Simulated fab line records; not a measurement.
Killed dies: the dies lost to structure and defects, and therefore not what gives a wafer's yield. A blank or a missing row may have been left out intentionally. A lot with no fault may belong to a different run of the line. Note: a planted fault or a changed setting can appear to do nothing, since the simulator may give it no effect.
The tool behind it: which one? + flow rit-cmos + 7 lots with 21 wafers sampled at 2 steps, on a route of 202 steps

## WHAT EACH GAUGE READ, for each wafer
RIT_PRETRO_TW_MEAS_10.
| lot  | measured    | on            | PRETRO_TW   |
|------|-------------|---------------|-------------|
| L371 | day 2 20:20 | film-metro-04 | 471 473 470 |
| L373 | day 3 04:38 | film-metro-03 | 474 476 477 |
| L375 | day 3 13:49 | film-metro-03 | 480 477 478 |
| L380 | day 4 13:59 | film-metro-01 | 481 478 479 |
| L388 | day 6 08:56 | film-metro-01 | 543 547 542 |
| L391 | day 6 22:08 | film-metro-01 | 478 479 480 |
| L393 | day 7 09:22 | film-metro-04 | 472 471 475 |

## WHAT TOOL EACH LOT RAN ON (gives the tool, then ch and the chambers of the sampled wafers, and finally the start)
| lot  | RIT_PRETRO_IMPLANT_08          |
|------|--------------------------------|
| L371 | implanter-01 ch 0, day 2 20:01 |
| L373 | implanter-03 ch 0, day 3 04:20 |
| L375 | implanter-03 ch 0, day 3 13:30 |
| L380 | implanter-01 ch 0, day 4 13:42 |
| L388 | implanter-01 ch 0, day 6 08:38 |
| L391 | implanter-03 ch 0, day 6 21:49 |
| L393 | implanter-02 ch 0, day 7 09:03 |
- RIT_PRETRO_IMPLANT_08

## THE ANSWER, worked out from the rows above alone
Rule: what is usual is taken from the lots themselves. The widest of any qualifying gaps counts: lots, ordered by their means at a reading, are off when they make up no more than a third of the lots, leave a main group of 4 or more, and stand apart from it by 3 or more times the standard deviation of that group's means. A main group whose means are all the same, to the digits that the tables above print for the reading, isn't used. A lot without any number at a reading at which 4 lots or more have one is off too. The other lots that the step has rows for count as sound.
Off: at RIT_PRETRO_TW_MEAS_10 (PRETRO_TW), L388. For the main group the mean is 476 and the standard deviation 3.1.
A tool fits if, at a process step before that reading, it ran every lot that is off, and no sound lot after the first of them. The gauges at RIT_PRETRO_TW_MEAS_10 are tried like those tools. One fits: implanter-01 at RIT_PRETRO_IMPLANT_08. A fault onset in the window from L380 (day 4 13:42, its last sound lot) to L388 (day 6 08:38, its first lot off) fits.

## WHAT THE SIMULATOR HAD INSERTED
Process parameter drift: implanter-01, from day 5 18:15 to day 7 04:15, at RIT_PRETRO_IMPLANT_08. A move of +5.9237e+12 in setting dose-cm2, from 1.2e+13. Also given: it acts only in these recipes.
Lots struck among those shown: L388. This agrees with what the rule above found.
